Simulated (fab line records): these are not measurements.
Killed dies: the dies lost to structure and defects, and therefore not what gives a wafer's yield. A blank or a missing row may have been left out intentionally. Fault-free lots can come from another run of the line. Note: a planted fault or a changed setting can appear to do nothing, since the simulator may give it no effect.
The same fault as seen by 2 desks | flow rit cmos | only its own numbers are on each desk; what lay behind them is given at the end

## THE METROLOGY DESK
Means of the sampled wafers that have a number, per lot and without regard to the tool the lot ran on: this is what the gauges read. Any lot whose mean is over 4 standard deviations away from the usual mean is out of limits and marked OUT; that distance is given in the brackets.
Columns: A = NLDD_TW at RIT_NLDD_TW_MEAS_10, usual 2502; B = SILICIDE_TI_RS at RIT_SILICIDE_RS_MEAS_02, usual 50.3 ohm/sq; C = SILICIDE_TI_THK at RIT_SILICIDE_THK_MEAS_03, usual 29.1 nm; D = cd nm at RIT_CONTACT_CD_MEAS_08, usual 1001.1 nm; E = cd nm at RIT_M1_CD_MEAS_09, usual 2600.7 nm
lot  | first seen here | A    | B    | C    | D      | E
L704 | day 3 04:10     | 2526 | 49.6 | 29.1 | 999.1  | 2597.9
L705 | day 3 10:15     | 2456 | 49.4 | 29.5 | 1003.0 | 2598.9
L706 | day 3 10:17     | 2519 | 50.3 | 29.3 | 1003.9 | 2597.4
L707 | day 3 16:12     | 2516 | 49.4 | 29.5 | 998.4  | 2600.5
L708 | day 3 16:50     | 2453 | 50.6 | 28.9 | 1003.2 | 2600.6
L711 | day 4 10:35     | 2525 | 50.4 | 29.2 | 1003.2 | 2601.6
L714 | day 5 01:17     | 2529 | 49.1 | 29.9 | 1003.1 | 2604.7
L715 | day 5 12:12     | 2477 | 50.0 | 29.0 | 998.5  | 2598.2
L719 | day 6 02:58     | 2457 | 50.1 | 29.3 | 1005.2 | 2601.0
L721 | day 6 09:56     | 2497 | 50.3 | 29.3 | 999.5  | 2601.1
L723 | day 6 19:23     | 2513 | 50.4 | 28.8 | 1004.3 | 2602.0
L725 | day 7 05:06     | 2515 | 50.3 | 28.9 | 998.7  | 2597.9
L727 | day 7 17:34     | 2517 | 50.1 | 29.2 | 1001.7 | 2600.3
This desk's verdict: no lot among the 13 shows anything out of limits.

## FOR THE TOOL OWNER'S DESK: pvd sputter-04
The tool's own readings at RIT_SILICIDE_SPUTTER_01 (material Ti, target thk 30 nm, time 229.8 s): means of the sampled wafers that have a number, for each lot that ran on this tool. Any lot whose mean is over 4 standard deviations away from the usual mean is out of limits and marked OUT; that distance is given in the brackets.
Columns: A = cathode dc power W at RIT_SILICIDE_SPUTTER_01, usual 349.99 W; B = chamber pressure pa at RIT_SILICIDE_SPUTTER_01, usual 0.6671 Pa; C = substrate temp c at RIT_SILICIDE_SPUTTER_01, usual 25.00 C; D = throttle valve pct at RIT_SILICIDE_SPUTTER_01, usual 30.2 %
lot  | first seen here | A      | B      | C     | D
L704 | day 3 12:47     | 350.03 | 0.6684 | 24.93 | 31.0
L705 | day 3 18:50     | 350.04 | 0.6662 | 24.96 | 30.7
L707 | day 4 00:41     | 350.01 | 0.6672 | 24.96 | 30.2
L714 | day 5 09:13     | 349.97 | 0.6668 | 25.00 | 30.5
This desk's verdict: no lot among the 4 shows anything out of limits.

## ALL TOGETHER
Metrology desk: nothing out of limits seen.
The tool owner's desk saw nothing out of limits.

## WHAT HAD BEEN PUT IN BY THE SIMULATOR
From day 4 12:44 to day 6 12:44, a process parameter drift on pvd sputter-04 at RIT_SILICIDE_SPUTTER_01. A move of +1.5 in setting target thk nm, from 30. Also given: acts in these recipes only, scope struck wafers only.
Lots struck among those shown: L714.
